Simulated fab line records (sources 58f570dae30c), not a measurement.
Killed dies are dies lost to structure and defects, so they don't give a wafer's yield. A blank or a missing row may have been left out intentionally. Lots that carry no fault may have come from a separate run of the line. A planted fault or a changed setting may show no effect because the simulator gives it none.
Split-lot study -- flow berkeley_cmos170 -- 23 wafers read across 5 lots, on a route 331 steps long

## THE SPLIT ITSELF
At UCB170_NSD_COAT_01 (resist thk 900 nm), the setting resist_thk_nm was moved away from the recipe's 900 nm on 7 of the 23 wafers read, by -5.1% to +3.0%. This setting was run at the recipe's value on the other wafers.

The reading comes from the split's own step.

## THE READING
KrF_of_NSD_COAT_01.thk_nm (the simulator's own value, which no gauge read), in nm, at UCB170_NSD_COAT_01 (resist thk 900 nm). The file does not state a usual value for it. The 16 wafers here that ran the recipe average 898.3 nm, standard deviation 2 nm.

wafer,"tool, chamber at the split","resist_thk_nm as run, nm",against the recipe,"KrF_of_NSD_COAT_01.thk_nm, nm",against lot-mates on the recipe
L077.1,"litho_track-03, 0",900,recipe,895.2,-
L077.3,"litho_track-03, 0",868.9,-3.5%,866.6,-29.8
L077.4,"litho_track-03, 0",900,recipe,897.2,-
L077.5,"litho_track-03, 0",900,recipe,896.9,-
L077.6,"litho_track-03, 0",868.9,-3.5%,867.2,-29.2
L079.1,"litho_track-02, 0",854.5,-5.1%,852.6,-44.9
L079.3,"litho_track-02, 0",854.5,-5.1%,852.4,-45.1
L079.4,"litho_track-02, 0",854.5,-5.1%,850.5,-47.0
L079.5,"litho_track-02, 0",900,recipe,899,-
L079.6,"litho_track-02, 0",900,recipe,896.1,-
L080.1,"litho_track-03, 0",900,recipe,897.6,-
L080.3,"litho_track-03, 0",900,recipe,896.4,-
L080.6,"litho_track-03, 0",900,recipe,896.5,-
L085.1,"litho_track-04, 0",926.6,+3.0%,924.7,+23.6
L085.2,"litho_track-04, 0",900,recipe,899.6,-
L085.4,"litho_track-04, 0",926.6,+3.0%,929.1,+28.0
L085.5,"litho_track-04, 0",900,recipe,902.2,-
L085.6,"litho_track-04, 0",900,recipe,901.6,-
L084.1,"litho_track-02, 0",900,recipe,899.9,-
L084.2,"litho_track-02, 0",900,recipe,897.8,-
L084.3,"litho_track-02, 0",900,recipe,900.8,-
L084.5,"litho_track-02, 0",900,recipe,898.5,-
L084.6,"litho_track-02, 0",900,recipe,897.9,-

FIT RESULTS
A straight line over all 23 wafers: KrF_of_NSD_COAT_01.thk_nm changes by +9.27 nm for each +1% of resist_thk_nm; r = +1.00; the points scatter about the line by 1.9 nm.
The same after taking each lot's own level away (the mean of its wafers on the recipe; 23 wafers): +8.89 nm for each +1%; r = +1.00; scatter 1.3 nm.
The reading moves by 45 nm for the largest change in resist_thk_nm, on that fit.
Measured against the standard deviation above, the lots' own levels, which go from 896.43 to 901.13 nm, span 2.4 times it.
Hence the lot-to-lot level has little effect on the slope; both slopes agree.
Check: for one of the wafers moved furthest among these (-5.1%), held out of the fit, the line's prediction against its lot-mates is -45 nm. It came out at -44.9 nm against them.

## ADDITIONAL SPLITS CARRIED BY THESE WAFERS
Other splits were also applied to these wafers ahead of the reading. Each is held against what the fit with the lots' levels taken away leaves over:
other split on the same wafers,wafers away from the commonest value,r with KrF_of_NSD_COAT_01.thk_nm (lot level and that fit taken away)
UCB170_START_OXIDATION_02 ox_time_s,15,+0.16
UCB170_NWELL_OXIDATION_01 ox_time_s,18,-0.21
UCB170_PWELL_ETCH_14 time_s,9,-0.21
UCB170_PFIELD_COAT_01 resist_thk_nm,7,+0.24
UCB170_SACOX_OXIDATION_01 temp_c,15,+0.00
UCB170_PVT_STRIP_08 o2_flow_sccm,9,-0.04
UCB170_GATE_CVD_04 pressure_mtorr,15,+0.02
UCB170_PLDD_IMPLANT_09 dose_cm2,8,+0.10
UCB170_NLDD_PEB_04 peb_temp_c,7,-0.04
UCB170_NLDD_IMPLANT_08 dose_cm2,6,-0.02

## THE WHOLE CHAIN: every reading that the file lists as answering this split, in the file's order
step,what it does,reading,change (the file's fit),r (the file's)
UCB170_NSD_COAT_01,resist thk 900 nm,"KrF_of_NSD_COAT_01.thk_nm (the simulator's own value, which no gauge read)",+8.86 nm for each +1% of the setting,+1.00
UCB170_NSD_STRIP_09,strips in O2,strip_time_to_endpoint_s,withheld for each +1% of the setting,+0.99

## THE FILE'S OWN FIT
KrF_of_NSD_COAT_01.thk_nm changes by +8.86 nm for each +1% of resist_thk_nm, r = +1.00.
